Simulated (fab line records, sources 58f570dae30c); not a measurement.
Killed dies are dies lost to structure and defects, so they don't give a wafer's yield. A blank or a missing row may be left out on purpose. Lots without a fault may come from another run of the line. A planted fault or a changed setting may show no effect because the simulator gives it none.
A struck lot beside a sound one | flow berkeley_cmos170 | 29 steps out of a route of 331
Sound: wafers L597.1, L597.2, L597.3. Struck: wafers L608.2, L608.4, L608.5. The cause comes at the end.
At each step with rows: each side's tool, then ch and its chambers, then its first start. Under that, the readings that differ: sound wafers | struck wafers | difference of the means | sigmas: that difference in standard deviations of wafers without a fault.
alike: readings whose means differ by less than 2 such deviations, and words and numbers that are the same on both sides. not compared: withheld readings, readings that some wafer has no value for, bounds like >300 that may hide the same value, and numbers for which the record gives no deviation and whose values overlap.
The two part at a step that has a row with sigmas, a row that says differs or no value, or rows on one side only. Numbers that don't overlap but have no deviation are shown without sigmas and don't part them. A reading that every wafer of one side lacks parts them only if that side has two wafers or more.

first, 6 steps without rows for these wafers: UCB170_PVT_HMDS_00 (prime time 60 s); UCB170_PVT_COAT_01 (resist thk 900 nm); UCB170_PVT_SOFTBAKE_02 (time 60 s); UCB170_PVT_EXPOSE_03 (exposes mask NWELL, target cd 3000 nm); UCB170_PVT_PEB_04; UCB170_PVT_DEVELOP_05 (develop time 45 s).
UCB170_PVT_OVL_MEAS_06:
  sound on overlay-02, day 7 16:33; struck on overlay-01, day 9 14:27
  alike: PVT_OVL
then, 1 step without rows for these wafers: UCB170_PVT_IMPLANT_07.
UCB170_PVT_STRIP_08: strips in O2.
  sound on plasma_asher-01 ch 0,1, day 7 16:44; struck on plasma_asher-02 ch 0, day 9 14:38
  alike: drypump_motor_current_A, o2_flow_sccm, oes_product_au, strip_time_to_endpoint_s
  not compared: rf_hours_counter_h
UCB170_PVT_TW_MEAS_09:
  sound on film_metro-02, day 7 16:50; struck on film_metro-02, day 9 14:44
  alike: PVT_TW
then, 1 step without rows for these wafers: UCB170_GATE_WET_ETCH_00 (etches SiO2 in dHF, time 200 s).
UCB170_FIELD_THK_MEAS_91:
  sound on film_metro-04, day 7 16:58; struck on film_metro-02, day 9 14:52
  reading                     | sound       | struck      | difference | sigmas
  FIELD_OXIDE_LEFT_2_THK (nm) | 359 374 368 | 337 326 326 | -37        | -3
UCB170_GATE_OXIDATION_01: target thk 6.6 nm, ox time 1800 s.
  sound on furnace-04 ch 0, day 7 20:34; struck on furnace-02 ch 0, day 9 18:23
  reading                                     | sound            | struck         | difference | sigmas
  model.SiO2_of_GATE_OXIDATION_01.thk_nm (nm) | 6.709 6.654 6.69 | 9.004 8.93 8.9 | +2.260     |
  alike: ox_temp_c_max, spike_tc_load_C, tube_center_temp_C
UCB170_GATE_THK_MEAS_02:
  sound on film_metro-03, day 7 22:04; struck on film_metro-01, day 9 19:54
  reading             | sound          | struck         | difference | sigmas
  GATE_OXIDE_THK (nm) | 6.68 6.65 6.71 | 8.98 8.87 8.90 | +2.24      | +20
then, 2 steps without rows for these wafers: UCB170_GATE_ANNEAL_03 (time 1800 s); UCB170_GATE_CVD_04 (deposits poly-Si from SiH4, time 1440 s, target thk 214 nm).
UCB170_GATE_THK_MEAS_05:
  sound on film_metro-02, day 8 05:23; struck on film_metro-03, day 10 03:07
  reading            | sound             | struck            | difference | sigmas
  GATE_POLY_THK (nm) | 218.6 217.4 219.1 | 213.9 212.7 213.4 | -5.0       | -2
then, 6 steps without rows for these wafers: UCB170_GATE_COAT_06; UCB170_GATE_COAT_07 (resist thk 900 nm); UCB170_GATE_SOFTBAKE_08 (time 60 s); UCB170_GATE_EXPOSE_09 (exposes mask POLY, target cd 350 nm); UCB170_GATE_PEB_10; UCB170_GATE_DEVELOP_11 (develop time 45 s).
UCB170_GATE_CD_MEAS_12: target cd 350 nm.
  sound on cd_sem-01, day 8 07:24; struck on cd_sem-01, day 10 04:23
  alike: cd_nm
UCB170_GATE_OVL_MEAS_13:
  sound on overlay-01, day 8 07:31; struck on overlay-01, day 10 04:30
  alike: GATE_OVL
UCB170_GATE_ETCH_14: etches BARC in N2/H2.
  sound on rie_diel-04 ch 0,2,3, day 8 07:34; struck on rie_diel-01 ch 1,2, day 10 04:32
  alike: drypump_motor_current_A, oes_product_au, throttle_valve_pct
UCB170_GATE_ETCH_15: etches poly-Si in HBr/Cl2, stops on SiO2, time 56.3 s, target depth 278.2 nm.
  sound on rie_si-02 ch 0,1,3, day 8 07:36; struck on rie_si-01 ch 2,3, day 10 04:34
  reading                                     | sound             | struck            | difference | sigmas
  model.SiO2_of_GATE_OXIDATION_01.thk_nm (nm) | 6.671 6.641 6.602 | 8.947 8.873 8.898 | +2.268     |
  alike: drypump_motor_current_A, oes_product_au, throttle_valve_pct
  not compared: rf_hours_counter_h
UCB170_GATE_STRIP_16: strips in O2.
  sound on plasma_asher-04 ch 0,1, day 8 07:39; struck on plasma_asher-02 ch 0,1, day 10 04:37
  alike: drypump_motor_current_A, o2_flow_sccm, oes_product_au
  not compared: rf_hours_counter_h
UCB170_M3_PROBE_99:
  sound on prober-02, day 9 21:28; struck on prober-02, day 11 22:11
  reading                             | sound             | struck                        | difference | sigmas
  model.etest.pmos_0p6.r_on_ohm_um    | 8332 8473 8254    | 1.068e+04 1.052e+04 1.047e+04 | +2.204e+03 |
  model.etest.pmos_0p35.r_on_ohm_um   | 4644 4621 4566    | 5791 5683 5675                | +1106      |
  model.etest.nmos_0p6.r_on_ohm_um    | 2283 2291 2281    | 2828 2820 2822                | +538       |
  model.etest.nmos_0p35.r_on_ohm_um   | 1452 1447 1446    | 1752 1753 1744                | +301       |
  model.etest.pldd.line_ohm_um        | 1847 1906 1876    | 1995 1970 1977                | +104       |
  model.etest.pldd.rs_ohm_sq          | 1128 1115 1111    | 1284 1278 1280                | +163       |
  model.etest.nmos_turned.drive_ua_um | 571.1 574.9 571.5 | 430.4 437 439.3               | -136.9     |
  model.etest.nmos_0p35.drive_ua_um   | 561.5 565.2 563.3 | 426.4 430.4 431.4             | -133.9     |

WHERE THEY PART
First at UCB170_FIELD_THK_MEAS_91; last, within this record, at UCB170_GATE_THK_MEAS_05. Later steps at which nothing parts them and some readings are alike: UCB170_GATE_CD_MEAS_12, UCB170_GATE_OVL_MEAS_13, UCB170_GATE_ETCH_14, UCB170_GATE_ETCH_15, UCB170_GATE_STRIP_16.

WHY: what the simulator had put in
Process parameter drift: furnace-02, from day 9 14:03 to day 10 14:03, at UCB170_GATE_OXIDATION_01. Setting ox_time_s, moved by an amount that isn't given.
